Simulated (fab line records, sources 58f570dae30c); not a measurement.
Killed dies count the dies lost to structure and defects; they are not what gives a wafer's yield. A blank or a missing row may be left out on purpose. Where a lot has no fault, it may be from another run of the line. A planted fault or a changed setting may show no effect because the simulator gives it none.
The tool behind it: which one? | flow berkeley_cmos170 | 7 lots with 21 wafers sampled at 5 steps, on a route of 331 steps

## WHAT THE GAUGES SHOWED, per wafer
UCB170_SDANNEAL_RS_MEAS_03: measurement is done with a four-point probe.
lot  | measured     | on            | NSD_RS (ohm/sq)
L981 | day 8 12:35  | film_metro-04 | 37.11 37.15 37.24
L983 | day 8 12:07  | film_metro-03 | 37.27 37.17 37.22
L989 | day 9 22:30  | film_metro-01 | 37.88 37.87 37.76 37.87 37.96 37.83
L993 | day 10 23:34 | film_metro-01 | 37.30 37.24 37.31
L997 | day 12 04:55 | film_metro-04 | 37.13 37.05 37.16
L999 | day 12 04:49 | film_metro-01 | 37.23 37.08 37.25
L102 | day 12 08:10 | film_metro-01 | 37.18 37.25 37.20

## EACH LOT AND THE TOOL THAT RAN IT (in order: tool; ch and the chambers of the sampled wafers; start)
lot  | UCB170_ZERO_STRIP_07                | UCB170_NSD_IMPLANT_08           | UCB170_NSD_STRIP_09                  | UCB170_BACKSIDE_STRIP_03
L981 | plasma_asher-04 ch 0,1, day 2 10:59 | implanter-02 ch 0, day 8 11:07  | plasma_asher-02 ch 0,1, day 8 11:16  | plasma_asher-03 ch 0,1, day 8 12:02
L983 | plasma_asher-04 ch 0,1, day 2 19:28 | implanter-03 ch 0, day 8 10:34  | plasma_asher-01 ch 0,1, day 8 10:43  | plasma_asher-03 ch 0,1, day 8 11:35
L989 | plasma_asher-04 ch 0,1, day 3 23:37 | implanter-02 ch 0, day 9 20:53  | plasma_asher-02 ch 1, day 9 21:02    | plasma_asher-04 ch 1, day 9 21:50
L993 | plasma_asher-03 ch 0,1, day 4 19:04 | implanter-04 ch 0, day 10 22:07 | plasma_asher-02 ch 0,1, day 10 22:16 | plasma_asher-03 ch 0,1, day 10 23:03
L997 | plasma_asher-04 ch 0,1, day 5 18:38 | implanter-02 ch 0, day 12 01:05 | plasma_asher-01 ch 0,1, day 12 01:13 | plasma_asher-04 ch 0,1, day 12 04:15
L999 | plasma_asher-04 ch 0,1, day 6 03:25 | implanter-04 ch 0, day 12 01:15 | plasma_asher-02 ch 0,1, day 12 01:23 | plasma_asher-03 ch 0,1, day 12 04:17
L102 | plasma_asher-03 ch 0,1, day 6 18:47 | implanter-03 ch 0, day 12 06:40 | plasma_asher-02 ch 0,1, day 12 06:49 | plasma_asher-03 ch 0,1, day 12 07:37
- UCB170_ZERO_STRIP_07: strips in O2.
- UCB170_NSD_IMPLANT_08
- UCB170_NSD_STRIP_09: strips in O2.
- UCB170_BACKSIDE_STRIP_03: strips in O2.

## THE ANSWER, worked out from the rows above alone
Rule: the usual values come from the lots themselves. Put in order of their means at a reading, lots are off if they are a third of the lots or fewer, leave a main group of 4 or more, and stand apart from it by a gap of 3 or more times the standard deviation of the main group's means; of several such gaps the widest counts. If all means in a main group match to the digits the tables above print for the reading, that group is not used. A lot without any number at a reading at which 4 lots or more have one is off too. The other lots that the step has rows for count as sound.
Off: L989, seen at UCB170_SDANNEAL_RS_MEAS_03 (NSD_RS). Mean 37.20 ohm/sq and standard deviation 0.052 in the main group.
A tool fits if, at a process step before that reading, it ran every lot that is off, and no sound lot after the first of them. Gauges at UCB170_SDANNEAL_RS_MEAS_03: tried the same way as those tools. Not one of the candidates tried fits.

## WHAT THE SIMULATOR PUT IN
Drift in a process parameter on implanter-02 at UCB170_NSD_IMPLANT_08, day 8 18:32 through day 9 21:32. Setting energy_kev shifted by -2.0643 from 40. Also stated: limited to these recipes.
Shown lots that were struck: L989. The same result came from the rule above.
